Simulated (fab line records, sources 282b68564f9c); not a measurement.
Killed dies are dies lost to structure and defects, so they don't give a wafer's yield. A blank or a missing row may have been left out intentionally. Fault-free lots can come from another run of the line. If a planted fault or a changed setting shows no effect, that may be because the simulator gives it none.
fab line records	flow rit_cmos	part 1 of 2: steps 1 to 32 of 33
record: lots: 5	wafers: 23
route steps=202 shown ACTIVE@4 NWELL@29 PWELL@44 WELLDRIVE@50 NRETRO@54 GATE@89 M1@202
start_h: hours from the record's opening day to when the first of the lot's shown wafers began	wait_h: hours since the lot's step before	" the same as in the row above	L1.1+2: several wafers, shown together as one row	- no value, or no start given	* or withheld: withheld	< > ~ a bound
route shown NAME@n: names a module that has steps shown in the file, with the first one's number in the route	usual: average and standard deviation across the fault-free wafers	same: alike in all rows	chamber/n: place in a boat	sites: each site's reading	_std_site: the standard deviation of these	_edge_site: inner sites' mean taken away from outer sites' mean	radius_mm: how far each site lies from the wafer's centre	mask NAME#n: copy n	behind: tool/chamber where the wafer was last shaped	hold: why the lot went on hold/how many hours it stayed there/how the hold came to an end	device: transistor that didn't switch, given as n, p or np	end of line: the tests these same wafers got at the end of their route	step lacking rows: just its recipe	killed: count of dies lost to structure and defects at first sort (not the wafer's yield)	map: dies across one wafer; x = killed, . = not, _ = none there
set.NAME: the setting the step ran with; set.NAME@STEP: the setting that earlier step ran with	model.NAME: the simulator's own value behind a step, which no gauge read
one table per step and one row per wafer, for lots whose settings were changed on purpose
== steps ==
step: RIT_ACTIVE_CVD_03
recipe: material: Si3N4	target_thk_nm: 150	temp_c: 810	precursor: SiH2Cl2/NH3	time_s: 1500	pressure_mtorr: 300	sih2cl2_flow_sccm: 60	nh3_flow_sccm: 150
lot.wafer	tool	chamber	start_h	wait_h	set.temp_c	model.Si3N4_of_ACTIVE_CVD_03.thk_nm
L077.1	-	-	-	0.1	827.4	199.9
L077.2	"	-	"	"	827.4	201.7
L077.4	"	-	"	"	827.4	201.4
L077.5	"	-	"	"	827.4	200.9
L077.6	"	-	"	"	827.4	201.2
L078.1	-	-	-	0.1	810	150.4
L078.2	"	-	"	"	810	148.5
L078.3	"	-	"	"	810	149.6
L078.5	"	-	"	"	810	149
L078.6	"	-	"	"	810	148.7
L079.1	-	-	-	0.1	787	97.63
L079.2	"	-	"	"	787	96.43
L079.3	"	-	"	"	787	97.34
L079.4	"	-	"	"	787	96.59
L079.6	"	-	"	"	787	96.78
L083.1	lpcvd-01	0	57.40	0.1	810	148.9
L083.2	"	0	"	"	810	148.7
L083.4	"	0	"	"	810	148.2
L085.1	-	-	-	0.1	795.2	114.9
L085.2	"	-	"	"	795.2	114.8
L085.4	"	-	"	"	795.2	116
L085.5	"	-	"	"	795.2	114.6
L085.6	"	-	"	"	795.2	115.3
step: RIT_ACTIVE_THK_MEAS_04
recipe: reads: Si3N4_of_ACTIVE_CVD_03
usual: ACTIVE_NITRIDE_THK: 149.5/1.3
lot.wafer	tool	chamber	start_h	wait_h	set.temp_c@ACTIVE_CVD_03	ACTIVE_NITRIDE_THK[nm]
L077.1	film_metro-02	-	-	-	827.4	199.8
L077.2	"	-	"	"	827.4	201.8
L077.4	"	-	"	"	827.4	201.3
L077.5	"	-	"	"	827.4	201.1
L077.6	"	-	"	"	827.4	201.0
L078.1	film_metro-02	-	-	-	810	150.3
L078.2	"	-	"	"	810	148.5
L078.3	"	-	"	"	810	149.7
L078.5	"	-	"	"	810	149.0
L078.6	"	-	"	"	810	148.6
L079.1	film_metro-01	-	-	-	787	97.6
L079.2	"	-	"	"	787	96.5
L079.3	"	-	"	"	787	97.4
L079.4	"	-	"	"	787	96.6
L079.6	"	-	"	"	787	96.7
L083.1	film_metro-02	-	58.82	0.0	810	148.8
L083.2	"	-	"	"	810	148.8
L083.4	"	-	"	"	810	148.3
L085.1	film_metro-02	-	-	-	795.2	114.9
L085.2	"	-	"	"	795.2	114.8
L085.4	"	-	"	"	795.2	116.1
L085.5	"	-	"	"	795.2	114.6
L085.6	"	-	"	"	795.2	115.4
step: RIT_ACTIVE_COAT_06
recipe: resist: NOVOLAK	spin_rpm: 3250	resist_thk_nm: 1000
lot.wafer	tool	chamber	start_h	wait_h	set.spin_rpm	model.NOVOLAK_of_ACTIVE_COAT_06.thk_nm
L077.1+6	litho_track-03	0	29.14	0.1	3250	1004
L077.2	"	0	"	"	3448	974.1
L077.4	"	0	"	"	3448	973.2
L077.5	"	0	"	"	3250	1007
L078.1	litho_track-01	0	33.77	0.1	3339	986.8
L078.2	"	0	"	"	3250	1002
L078.3	"	0	"	"	3339	988.5
L078.5	"	0	"	"	3250	1001
L078.6	"	0	"	"	3339	985.2
L079.1	litho_track-04	0	39.42	0.1	3250	1000
L079.2	"	0	"	"	3355	984.7
L079.3	"	0	"	"	3355	984.1
L079.4	"	0	"	"	3355	985.2
L079.6	"	0	"	"	3250	1004
L083.1	litho_track-01	0	59.03	0.1	3250	997.7
L083.2	"	0	"	"	3250	1001
L083.4	"	0	"	"	3250	999.5
L085.1	litho_track-04	0	68.85	0.1	3386	980.6
L085.2	"	0	"	"	3250	1002
L085.4	"	0	"	"	3250	1005
L085.5	"	0	"	"	3250	1001
L085.6	"	0	"	"	3386	981.2
step: RIT_ACTIVE_SOFTBAKE_07
recipe: resist: NOVOLAK	temp_c: 90	time_s: 60
step: RIT_ACTIVE_EXPOSE_08
recipe: mask_id: M1	na: 0.6	source_shape: conventional	sigma_outer: 0.6	target_cd_nm: 1400	dose_mj: 225
step: RIT_ACTIVE_DEVELOP_10
recipe: resist: NOVOLAK	develop_time_s: 50	dev_temp_c: 23
step: RIT_ACTIVE_HARDBAKE_12
recipe: resist: NOVOLAK	temp_c: 140	time_s: 60
lot.wafer	tool	chamber	start_h	wait_h	set.spin_rpm@ACTIVE_COAT_06	model.NOVOLAK_of_ACTIVE_COAT_06.thk_nm
L077.1	litho_track-01	0	29.96	0.1	3250	887.2
L077.2	"	0	"	"	3448	861.1
L077.4	"	0	"	"	3448	860.3
L077.5	"	0	"	"	3250	889.8
L077.6	"	0	"	"	3250	887.4
L078.1	litho_track-04	0	34.59	0.1	3339	872.3
L078.2	"	0	"	"	3250	885.9
L078.3	"	0	"	"	3339	873.7
L078.5	"	0	"	"	3250	884.2
L078.6	"	0	"	"	3339	870.9
L079.1	litho_track-03	0	40.36	0.1	3250	883.9
L079.2	"	0	"	"	3355	870.4
L079.3	"	0	"	"	3355	869.9
L079.4	"	0	"	"	3355	870.8
L079.6	"	0	"	"	3250	887.3
L083.1	litho_track-01	0	59.85	0.1	3250	881.8
L083.2	"	0	"	"	3250	884.2
L083.4	"	0	"	"	3250	883.4
L085.1	litho_track-03	0	69.67	0.1	3386	866.8
L085.2	"	0	"	"	3250	885.3
L085.4	"	0	"	"	3250	888.3
L085.5	"	0	"	"	3250	884.8
L085.6	"	0	"	"	3386	867.4
step: RIT_ACTIVE_ETCH_13
recipe: stop_on: SiO2	chemistry: SF6	target: Si3N4	time_s: 210	over_etch_frac: 0.4	SF6_flow_sccm: 200	pressure_mtorr: 260	rf_w: 125	target_depth_a: 2100
usual: oes_product_au: 0.810/0.0088
lot.wafer	tool	chamber	start_h	wait_h	set.temp_c@ACTIVE_CVD_03	oes_product_au	model.ACTIVE.feature_depth_nm	model.etch.depth_nm
L077.1	rie_diel-02	3	30.11	0.1	827.4	0.961	200.1	199.9
L077.2	"	1	"	"	827.4	0.965	204.5	201.7
L077.4	"	2	"	"	827.4	0.954	201.4	201.4
L077.5	"	2	"	"	827.4	0.951	200.9	200.9
L077.6	"	1	"	"	827.4	0.966	204	201.2
L078.1	rie_diel-02	0	34.74	0.1	810	0.825	150.4	150.4
L078.2	"	3	"	"	810	0.802	148.7	148.5
L078.3	"	2	"	"	810	0.807	149.6	149.6
L078.5	"	2	"	"	810	0.803	149	149
L078.6	"	1	"	"	810	0.805	151.6	148.7
L079.1	rie_diel-04	2	40.51	0.1	787	0.660	97.63	97.63
L079.2	"	3	"	"	787	0.666	96.43	96.43
L079.3	"	1	"	"	787	0.654	97.34	97.34
L079.4	"	0	"	"	787	0.637	98.04	96.59
L079.6	"	0	"	"	787	0.644	98.22	96.78
L083.1	rie_diel-04	0	60.00	0.1	810	0.797	150.4	148.9
L083.2	"	3	"	"	810	0.819	148.7	148.7
L083.4	"	2	"	"	810	0.807	148.2	148.2
L085.1	rie_diel-04	3	69.82	0.1	795.2	0.716	114.9	114.9
L085.2	"	2	"	"	795.2	0.707	114.8	114.8
L085.4	"	1	"	"	795.2	0.720	116	116
L085.5	"	3	"	"	795.2	0.716	114.6	114.6
L085.6	"	0	"	"	795.2	0.707	116.7	115.3
step: RIT_NWELL_COAT_01
recipe: resist: NOVOLAK	spin_rpm: 2000	resist_thk_nm: 1300
lot.wafer	tool	chamber	start_h	wait_h	set.spin_rpm	model.NOVOLAK_of_NWELL_COAT_01.thk_nm
L077.1	litho_track-02	0	36.09	0.1	2000	1295
L077.2	"	0	"	"	2000	1300
L077.4	"	0	"	"	2000	1303
L077.5	"	0	"	"	2000	1298
L077.6	"	0	"	"	2000	1299
L078.1	litho_track-02	0	41.62	0.1	2000	1303
L078.2+5	"	0	"	"	2000	1301
L078.3+6	"	0	"	"	2000	1302
L079.1	litho_track-03	0	45.24	0.1	2000	1298
L079.2	"	0	"	"	2000	1303
L079.3	"	0	"	"	1899	1332
L079.4	"	0	"	"	2000	1299
L079.6	"	0	"	"	1899	1334
L083.1+4	litho_track-04	0	64.71	0.1	2000	1297
L083.2	"	0	"	"	2000	1300
L085.1	litho_track-03	0	77.37	0.1	1949	1323
L085.2	"	0	"	"	1949	1324
L085.4	"	0	"	"	2000	1303
L085.5	"	0	"	"	1949	1321
L085.6	"	0	"	"	2000	1301
step: RIT_NWELL_SOFTBAKE_02
recipe: resist: NOVOLAK	temp_c: 90	time_s: 60
step: RIT_NWELL_EXPOSE_03
recipe: mask_id: M2	na: 0.57	target_cd_nm: 43900	dose_mj: 250
step: RIT_NWELL_DEVELOP_05
recipe: resist: NOVOLAK	develop_time_s: 68	dev_temp_c: 23
step: RIT_NWELL_HARDBAKE_07
recipe: resist: NOVOLAK	temp_c: 140	time_s: 120
lot.wafer	tool	chamber	start_h	wait_h	set.spin_rpm@NWELL_COAT_01	model.NOVOLAK_of_NWELL_COAT_01.thk_nm
L077.1	litho_track-02	0	36.91	0.0	2000	1133
L077.2+6	"	0	"	"	2000	1136
L077.4	"	0	"	"	2000	1139
L077.5	"	0	"	"	2000	1135
L078.1+3+6	litho_track-04	0	42.38	0.0	2000	1139
L078.2+5	"	0	"	"	2000	1138
L079.1	litho_track-02	0	46.03	0.0	2000	1135
L079.2	"	0	"	"	2000	1139
L079.3	"	0	"	"	1899	1165
L079.4	"	0	"	"	2000	1136
L079.6	"	0	"	"	1899	1166
L083.1+4	litho_track-02	0	65.61	0.0	2000	1134
L083.2	"	0	"	"	2000	1137
L085.1	litho_track-02	0	78.26	0.0	1949	1157
L085.2	"	0	"	"	1949	1158
L085.4	"	0	"	"	2000	1139
L085.5	"	0	"	"	1949	1155
L085.6	"	0	"	"	2000	1138
step: RIT_NWELL_IMPLANT_08
recipe: species: P	energy_kev: 170	dose_cm2: 5e+13	tilt_deg: 7
lot.wafer	tool	chamber	start_h	wait_h	set.dose_cm2
L077.1+2+4+5+6	implanter-02	0	37.16	0.2	5e+13
L078.1+3+5	implanter-01	0	42.63	0.2	5e+13
L078.2+6	"	0	"	"	5.333e+13
L079.1+3+6	implanter-04	0	46.28	0.2	4.84e+13
L079.2+4	"	0	"	"	5e+13
L083.1+2+4	implanter-01	0	65.86	0.2	5e+13
L085.1+2+4+5+6	implanter-01	0	78.51	0.2	5e+13
step: RIT_NWELL_STRIP_09
recipe: chemistry: O2	time_s: 180	resist: NOVOLAK	platen_temp_c: withheld	power_w: 500	pressure_mtorr: 4000	o2_flow_sccm: 4000
step: RIT_NWELL_TW_MEAS_10
usual: NWELL_TW: 2150/19
lot.wafer	tool	chamber	start_h	wait_h	set.dose_cm2@NWELL_IMPLANT_08	NWELL_TW
L077.1	film_metro-02	-	37.48	0.1	5e+13	2130
L077.2	"	-	"	"	5e+13	2134
L077.4	"	-	"	"	5e+13	2123
L077.5	"	-	"	"	5e+13	2124
L077.6	"	-	"	"	5e+13	2130
L078.1	film_metro-02	-	42.96	0.1	5e+13	2134
L078.2	"	-	"	"	5.333e+13	2185
L078.3	"	-	"	"	5e+13	2137
L078.5	"	-	"	"	5e+13	2138
L078.6	"	-	"	"	5.333e+13	2171
L079.1	film_metro-04	-	46.60	0.1	4.84e+13	2132
L079.2	"	-	"	"	5e+13	2142
L079.3	"	-	"	"	4.84e+13	2138
L079.4	"	-	"	"	5e+13	2150
L079.6	"	-	"	"	4.84e+13	2134
L083.1	film_metro-01	-	66.18	0.1	5e+13	2179
L083.2	"	-	"	"	5e+13	2174
L083.4	"	-	"	"	5e+13	2165
L085.1	film_metro-01	-	78.84	0.1	5e+13	2169
L085.2	"	-	"	"	5e+13	2163
L085.4	"	-	"	"	5e+13	2163
L085.5	"	-	"	"	5e+13	2178
L085.6	"	-	"	"	5e+13	2165
step: RIT_PWELL_DEVELOP_05
recipe: resist: NOVOLAK	develop_time_s: 68	dev_temp_c: 23
lot.wafer	tool	chamber	start_h	wait_h	set.dev_temp_c
L077.1+2+4	litho_track-02	0	-	-	23
L077.5+6	"	0	"	"	26.63
L078.1+2+3+5+6	litho_track-04	0	-	-	23
L079.1+2	litho_track-01	0	-	-	23
L079.3+4+6	"	0	"	"	19.79
L083.1+2+4	litho_track-04	0	-	-	23
L085.1+4	litho_track-02	0	-	-	23
L085.2+5+6	"	0	"	"	24.23
step: RIT_PWELL_HARDBAKE_07
recipe: resist: NOVOLAK	temp_c: 140	time_s: 120
step: RIT_WELLDRIVE_ANNEAL_00
recipe: temp_c: 1100	time_s: 14700	ambient: N2
step: RIT_WELLDRIVE_RS_MEAS_01
recipe: thk_meas_gauge: four-point-probe
usual: NWELL_RS: 275.6/0.64
lot.wafer	tool	chamber	start_h	wait_h	set.dose_cm2@NWELL_IMPLANT_08	NWELL_RS[ohm/sq]
L077.1	film_metro-02	-	44.39	0.0	5e+13	276.6
L077.2	"	-	"	"	5e+13	275.6
L077.4	"	-	"	"	5e+13	276.3
L077.5	"	-	"	"	5e+13	276.2
L077.6	"	-	"	"	5e+13	276.5
L078.1	film_metro-01	-	49.76	0.0	5e+13	274.5
L078.2	"	-	"	"	5.333e+13	265.0
L078.3	"	-	"	"	5e+13	275.8
L078.5	"	-	"	"	5e+13	275.7
L078.6	"	-	"	"	5.333e+13	264.3
L079.1	film_metro-04	-	54.44	0.0	4.84e+13	282.3
L079.2	"	-	"	"	5e+13	276.8
L079.3	"	-	"	"	4.84e+13	281.3
L079.4	"	-	"	"	5e+13	275.7
L079.6	"	-	"	"	4.84e+13	280.8
L083.1	film_metro-01	-	73.00	0.0	5e+13	274.8
L083.2	"	-	"	"	5e+13	275.0
L083.4	"	-	"	"	5e+13	274.7
L085.1	film_metro-01	-	85.66	0.0	5e+13	275.8
L085.2	"	-	"	"	5e+13	275.7
L085.4	"	-	"	"	5e+13	274.6
L085.5	"	-	"	"	5e+13	275.4
L085.6	"	-	"	"	5e+13	274.7
step: RIT_NRETRO_COAT_01
recipe: resist: NOVOLAK	spin_rpm: 2000	resist_thk_nm: 1300
lot.wafer	tool	chamber	start_h	wait_h	set.resist_thk_nm	model.NOVOLAK_of_NRETRO_COAT_01.thk_nm
L077.1	litho_track-01	0	44.78	0.1	1300	1307
L077.2	"	0	"	"	1300	1305
L077.4	"	0	"	"	1258	1267
L077.5	"	0	"	"	1258	1262
L077.6	"	0	"	"	1258	1261
L078.1	litho_track-01	0	50.15	0.1	1300	1305
L078.2	"	0	"	"	1300	1303
L078.3	"	0	"	"	1300	1304
L078.5	"	0	"	"	1360	1366
L078.6	"	0	"	"	1360	1367
L079.1	litho_track-02	0	54.83	0.1	1300	1300
L079.2	"	0	"	"	1351	1351
L079.3	"	0	"	"	1300	1301
L079.4	"	0	"	"	1351	1353
L079.6	"	0	"	"	1351	1355
L083.1	litho_track-03	0	73.39	0.1	1300	1304
L083.2	"	0	"	"	1300	1308
L083.4	"	0	"	"	1300	1310
L085.1	litho_track-02	0	86.05	0.1	1246	1249
L085.2	"	0	"	"	1246	1251
L085.4+5	"	0	"	"	1300	1305
L085.6	"	0	"	"	1300	1303
step: RIT_NRETRO_SOFTBAKE_02
recipe: resist: NOVOLAK	temp_c: 90	time_s: 60
step: RIT_NRETRO_EXPOSE_03
recipe: mask_id: M4	na: 0.57	target_cd_nm: 43900	dose_mj: 250
step: RIT_NRETRO_DEVELOP_05
recipe: resist: NOVOLAK	develop_time_s: 68	dev_temp_c: 23
step: RIT_NRETRO_HARDBAKE_07
recipe: resist: NOVOLAK	temp_c: 140	time_s: 120
lot.wafer	tool	chamber	start_h	wait_h	set.resist_thk_nm@NRETRO_COAT_01	model.NOVOLAK_of_NRETRO_COAT_01.thk_nm
L077.1	litho_track-01	0	45.55	0.0	1300	1143
L077.2	"	0	"	"	1300	1141
L077.4	"	0	"	"	1258	1109
L077.5	"	0	"	"	1258	1104
L077.6	"	0	"	"	1258	1103
L078.1	litho_track-01	0	51.04	0.0	1300	1142
L078.2+3	"	0	"	"	1300	1140
L078.5	"	0	"	"	1360	1194
L078.6	"	0	"	"	1360	1195
L079.1	litho_track-03	0	55.60	0.0	1300	1137
L079.2	"	0	"	"	1351	1180
L079.3	"	0	"	"	1300	1138
L079.4	"	0	"	"	1351	1182
L079.6	"	0	"	"	1351	1184
L083.1	litho_track-01	0	74.16	0.0	1300	1140
L083.2	"	0	"	"	1300	1144
L083.4	"	0	"	"	1300	1145
L085.1	litho_track-03	0	86.94	0.0	1246	1093
L085.2	"	0	"	"	1246	1095
L085.4+5	"	0	"	"	1300	1141
L085.6	"	0	"	"	1300	1139
step: RIT_GATE_EXPOSE_13
recipe: mask_id: M6	na: 0.6	source_shape: conventional	sigma_outer: 0.6	target_cd_nm: 150	dose_mj: 380
lot.wafer	tool	chamber	start_h	wait_h	mask	set.dose_mj
L077.1+2+6	iline_stepper-02	0	52.37	0.2	M6#0	380
L077.4+5	"	0	"	"	M6#0	352.3
L078.1+2+3+5+6	iline_stepper-01	0	59.56	0.2	M6#0	380
L079.1+2+3+4+6	iline_stepper-01	0	62.37	0.1	M6#0	380
L083.1+2+4	iline_stepper-02	0	82.34	0.2	M6#0	380
L085.1+2+5	iline_stepper-01	0	94.81	0.1	M6#0	394.5
L085.4+6	"	0	"	"	M6#0	380
step: RIT_GATE_PEB_14
recipe: resist: NOVOLAK	temp_c: withheld	time_s: withheld
step: RIT_GATE_DEVELOP_15
recipe: resist: NOVOLAK	develop_time_s: 50	dev_temp_c: 23
step: RIT_GATE_CD_MEAS_16
recipe: target_cd_nm: 150
usual: cd_nm: 150.0/2.1
lot.wafer	tool	chamber	start_h	wait_h	set.dose_mj@GATE_EXPOSE_13	cd_nm
L077.1	cd_sem-02	-	52.77	-	380	151.2
L077.2	"	-	"	"	380	150.8
L077.4	"	-	"	"	352.3	190.9
L077.5	"	-	"	"	352.3	190.0
L077.6	"	-	"	"	380	147.6
L078.1	cd_sem-02	-	59.97	-	380	152.3
L078.2	"	-	"	"	380	150.0
L078.3	"	-	"	"	380	153.6
L078.5	"	-	"	"	380	149.6
L078.6	"	-	"	"	380	149.8
L079.1	cd_sem-02	-	62.77	-	380	146.7
L079.2	"	-	"	"	380	148.8
L079.3	"	-	"	"	380	151.1
L079.4	"	-	"	"	380	144.8
L079.6	"	-	"	"	380	149.4
L083.1	cd_sem-02	-	82.74	-	380	149.2
L083.2	"	-	"	"	380	149.9
L083.4	"	-	"	"	380	151.6
L085.1	cd_sem-02	-	95.21	-	394.5	131.2
L085.2	"	-	"	"	394.5	134.7
L085.4	"	-	"	"	380	151.2
L085.5	"	-	"	"	394.5	131.2
L085.6	"	-	"	"	380	153.3
step: RIT_GATE_ETCH_19
recipe: chemistry: SF6/CHF3/O2	time_s: 165	SF6_flow_sccm: 30	CHF3_flow_sccm: 30	O2_flow_sccm: 5	target: poly-Si	pressure_mtorr: 40	rf_w: 160	target_depth_a: 3125	over_etch_frac: 0.25	stop_on: SiO2
usual: oes_product_au: 0.843/0.014
lot.wafer	tool	chamber	start_h	wait_h	set.time_s	set.dose_mj@GATE_EXPOSE_13	oes_product_au	model.GATE.cd_nm
L077.1	rie_si-01	1	53.07	0.1	165	380	0.835	150.8
L077.2	"	2	"	"	165	380	0.853	150.2
L077.4	"	3	"	"	165	352.3	0.841	191.1
L077.5	"	2	"	"	165	352.3	0.849	189.7
L077.6	"	1	"	"	165	380	0.844	147.3
L078.1	rie_si-02	2	60.27	0.1	156.8	380	0.897	152.3
L078.2	"	1	"	"	156.8	380	0.861	150.1
L078.3	"	3	"	"	165	380	0.838	153.3
L078.5	"	0	"	"	165	380	0.850	149.5
L078.6	"	1	"	"	156.8	380	0.872	149.8
L079.1	rie_si-01	3	63.16	0.1	143.6	380	0.945	146.9
L079.2	"	0	"	"	143.6	380	0.933	148.8
L079.3	"	1	"	"	165	380	0.858	151.1
L079.4	"	2	"	"	165	380	0.870	144.9
L079.6	"	0	"	"	143.6	380	0.931	149.6
L083.1	rie_si-01	1	83.05	0.1	165	380	0.839	149.5
L083.2	"	0	"	"	165	380	0.837	149.5
L083.4	"	2	"	"	165	380	0.865	151.7
L085.1	rie_si-01	0	95.91	0.1	165	394.5	0.841	131.5
L085.2	"	1	"	"	146.2	394.5	0.926	134.5
L085.4	"	2	"	"	165	380	0.866	151.4
L085.5	"	1	"	"	165	394.5	0.844	131.5
L085.6	"	0	"	"	146.2	380	0.928	153.4
step: RIT_GATE_STRIP_20
recipe: chemistry: O2	time_s: 180	resist: NOVOLAK	platen_temp_c: withheld	power_w: 500	pressure_mtorr: 4000	o2_flow_sccm: 4000
step: RIT_GATE_CD_MEAS_90
recipe: target_cd_nm: 150
usual: cd_nm: 150.0/2.2
lot.wafer	tool	chamber	start_h	wait_h	set.dose_mj@GATE_EXPOSE_13	cd_nm
L077.1	cd_sem-01	-	53.35	0.1	380	150.6
L077.2	"	-	"	"	380	150.4
L077.4	"	-	"	"	352.3	191.1
L077.5	"	-	"	"	352.3	190.3
L077.6	"	-	"	"	380	147.3
L078.1	cd_sem-02	-	60.56	0.1	380	152.6
L078.2	"	-	"	"	380	150.0
L078.3	"	-	"	"	380	153.2
L078.5	"	-	"	"	380	149.3
L078.6	"	-	"	"	380	149.8
L079.1	cd_sem-01	-	63.44	0.1	380	147.0
L079.2	"	-	"	"	380	148.5
L079.3	"	-	"	"	380	151.1
L079.4	"	-	"	"	380	144.8
L079.6	"	-	"	"	380	149.3
L083.1	cd_sem-01	-	83.33	0.1	380	149.7
L083.2	"	-	"	"	380	149.5
L083.4	"	-	"	"	380	151.5
L085.1	cd_sem-02	-	96.19	0.1	394.5	131.3
L085.2	"	-	"	"	394.5	134.7
L085.4	"	-	"	"	380	151.5
L085.5	"	-	"	"	394.5	131.5
L085.6	"	-	"	"	380	153.7
== key ==
split: step: RIT_ACTIVE_CVD_03	setting: temp_c	stated: 810	by: lot
response: step: RIT_ACTIVE_CVD_03	reading: model.Si3N4_of_ACTIVE_CVD_03.thk_nm	change: +20.7	per: 1%	r: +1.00
response: step: RIT_ACTIVE_THK_MEAS_04	reading: ACTIVE_NITRIDE_THK	change: +20.7	per: 1%	r: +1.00
response: step: RIT_ACTIVE_ETCH_13	reading: oes_product_au	change: +0.0606	per: 1%	r: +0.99
response: step: RIT_ACTIVE_ETCH_13	reading: model.ACTIVE.feature_depth_nm	change: +20.8	per: 1%	r: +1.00
response: step: RIT_ACTIVE_ETCH_13	reading: model.etch.depth_nm	change: +20.7	per: 1%	r: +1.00
split: step: RIT_ACTIVE_COAT_06	setting: spin_rpm	stated: 3250	by: wafer
response: step: RIT_ACTIVE_COAT_06	reading: model.NOVOLAK_of_ACTIVE_COAT_06.thk_nm	change: -5.21	per: 1%	r: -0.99
response: step: RIT_ACTIVE_HARDBAKE_12	reading: model.NOVOLAK_of_ACTIVE_COAT_06.thk_nm	change: -4.56	per: 1%	r: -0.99
split: step: RIT_NWELL_COAT_01	setting: spin_rpm	stated: 2000	by: wafer
response: step: RIT_NWELL_COAT_01	reading: model.NOVOLAK_of_NWELL_COAT_01.thk_nm	change: -6.98	per: 1%	r: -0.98
response: step: RIT_NWELL_HARDBAKE_07	reading: model.NOVOLAK_of_NWELL_COAT_01.thk_nm	change: -6.01	per: 1%	r: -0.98
split: step: RIT_NWELL_IMPLANT_08	setting: dose_cm2	stated: 5e+13	by: wafer
response: step: RIT_NWELL_TW_MEAS_10	reading: NWELL_TW	change: +5.77	per: 1%	r: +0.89
response: step: RIT_WELLDRIVE_RS_MEAS_01	reading: NWELL_RS	change: -1.61	per: 1%	r: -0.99
split: step: RIT_PWELL_DEVELOP_05	setting: dev_temp_c	stated: 23	by: wafer
response none clear
split: step: RIT_NRETRO_COAT_01	setting: resist_thk_nm	stated: 1300	by: wafer
response: step: RIT_NRETRO_COAT_01	reading: model.NOVOLAK_of_NRETRO_COAT_01.thk_nm	change: +13.3	per: 1%	r: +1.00
response: step: RIT_NRETRO_HARDBAKE_07	reading: model.NOVOLAK_of_NRETRO_COAT_01.thk_nm	change: +11.5	per: 1%	r: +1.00
split: step: RIT_GATE_EXPOSE_13	setting: dose_mj	stated: 380	by: wafer
response: step: RIT_GATE_CD_MEAS_16	reading: cd_nm	change: -5.5	per: 1%	r: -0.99
response: step: RIT_GATE_ETCH_19	reading: model.GATE.cd_nm	change: -5.53	per: 1%	r: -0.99
response: step: RIT_GATE_CD_MEAS_90	reading: cd_nm	change: -5.58	per: 1%	r: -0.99
response: step: RIT_M1_PROBE_99	reading: model.etest.pmos_turned.r_on_ohm_um	change: -125	per: 1%	r: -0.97
response: step: RIT_M1_PROBE_99	reading: model.etest.pmos_0p15.r_on_ohm_um	change: -126	per: 1%	r: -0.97
response: step: RIT_M1_PROBE_99	reading: model.etest.pmos_0p3.r_on_ohm_um	change: -63.1	per: 1%	r: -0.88
response: step: RIT_M1_PROBE_99	reading: model.etest.nmos_0p15.r_on_ohm_um	change: -36.9	per: 1%	r: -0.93
split: step: RIT_GATE_ETCH_19	setting: time_s	stated: 165	by: wafer
response: step: RIT_GATE_ETCH_19	reading: oes_product_au	change: -0.00612	per: 1%	r: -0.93
